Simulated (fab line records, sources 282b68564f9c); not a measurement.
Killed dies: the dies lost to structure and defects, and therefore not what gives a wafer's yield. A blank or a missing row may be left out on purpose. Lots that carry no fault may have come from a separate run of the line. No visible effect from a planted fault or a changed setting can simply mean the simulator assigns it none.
Comparing a struck lot with a sound one ; flow rit-cmos ; 26 steps out of a route of 202
Sound: wafers L613.3, L613.4, L613.5. The struck wafers were L626.1, L626.4, L626.6. The cause is named last.
Each step with rows lists, per side, the tool, then ch with its chambers, then its first start. Under that, the readings that differ: sound wafers ; struck wafers ; difference of the means ; sigmas: that difference in standard deviations of wafers without a fault.
alike: same words and numbers on both sides, and readings whose means sit less than 2 such deviations apart. not compared: any withheld reading, any reading some wafer has no value for, any bound like >300 that may hide the same value, and any number with overlapping values for which the record gives no deviation.
The two part at a step that has a row with sigmas, a row that says differs or no value, or rows on one side only. Non-overlapping numbers with no deviation appear without sigmas and do not part them. Lack of a reading on every wafer of one side parts them only where that side has two or more wafers.

first, 2 steps without rows for these wafers: RIT_FOX2_CLEAN_02 (cleans in dHF, time 180 s); RIT_FOX2_WET_ETCH_03 (etches Si3N4 in H3PO4, target depth 195 nm, time 2700 s).
RIT_FOX2_THK_MEAS_90:
  sound on film-metro-01 at day 2 10:21; struck on film-metro-03 at day 5 03:23
  alike: FIELD_OXIDE_LEFT_1_THK
then, 6 steps without rows for these wafers: RIT_NWELL_HMDS_00 (prime time 60 s); RIT_NWELL_COAT_01 (resist thk 1300 nm); RIT_NWELL_SOFTBAKE_02 (time 60 s); RIT_NWELL_EXPOSE_03 (exposes mask M2, target cd 43900 nm); RIT_NWELL_PEB_04; RIT_NWELL_DEVELOP_05 (develop time 68 s).
RIT_NWELL_OVL_MEAS_06:
  sound on overlay-01 at day 2 11:25; struck on overlay-01 at day 5 04:20
  alike: NWELL_OVL
then, 2 steps without rows for these wafers: RIT_NWELL_HARDBAKE_07 (time 120 s); RIT_NWELL_IMPLANT_08.
RIT_NWELL_STRIP_09: strips in O2, time 180 s.
  sound on plasma-asher-03 ch 0,1, day 2 11:53; struck on plasma-asher-01 ch 0,1, day 5 04:46
  no value came back on the struck wafers for chamber-pressure-mTorr (mTorr), drypump-motor-current-A (A); on the sound wafers chamber-pressure-mTorr (mTorr) reads 4004 4000 4003
reading;sound;struck;difference;sigmas
model.NOVOLAK_of_NWELL_COAT_01.thk-nm (nm);0 0 0;1140 1137 1140;+1139;
  not compared: rf-hours-counter-h
RIT_NWELL_TW_MEAS_10:
  sound on film-metro-03 at day 2 12:01; struck on film-metro-04 at day 5 04:56
reading;sound;struck;difference;sigmas
NWELL_TW;2087 2103 2115;2164 2151 2132;+47;+2
then, 6 steps without rows for these wafers: RIT_PWELL_HMDS_00 (prime time 60 s); RIT_PWELL_COAT_01 (resist thk 1300 nm); RIT_PWELL_SOFTBAKE_02 (time 60 s); RIT_PWELL_EXPOSE_03 (exposes mask M3, target cd 43700 nm); RIT_PWELL_PEB_04; RIT_PWELL_DEVELOP_05 (develop time 70.64 s).
RIT_PWELL_OVL_MEAS_06:
  sound on overlay-01 at day 2 13:05; struck on overlay-01 at day 5 06:00
reading;sound;struck;difference;sigmas
PWELL_OVL (nm);0.9 -2.1 0.3;-3.5 -1.5 -3.2;-2.4;-2
then, 2 steps without rows for these wafers: RIT_PWELL_HARDBAKE_07 (time 120 s); RIT_PWELL_IMPLANT_08.
RIT_PWELL_STRIP_09: strips in O2, time 180 s.
  sound on plasma-asher-01 ch 0,1, day 2 13:34; struck on plasma-asher-02 ch 0,1, day 5 06:26
  alike: chamber-pressure-mTorr, drypump-motor-current-A
  not compared: rf-hours-counter-h
RIT_PWELL_TW_MEAS_10:
  sound on film-metro-02 at day 2 13:42; struck on film-metro-04 at day 5 06:37
reading;sound;struck;difference;sigmas
PWELL_TW;949 949 949;30 30 30;-919;-99 or more
then, 1 step without rows for these wafers: RIT_WELLDRIVE_ANNEAL_00 (time 14700 s).

WHERE THEY PART
At RIT_NWELL_STRIP_09 first; at RIT_PWELL_TW_MEAS_10 last (within this record only).

WHY: what had been put in by the simulator
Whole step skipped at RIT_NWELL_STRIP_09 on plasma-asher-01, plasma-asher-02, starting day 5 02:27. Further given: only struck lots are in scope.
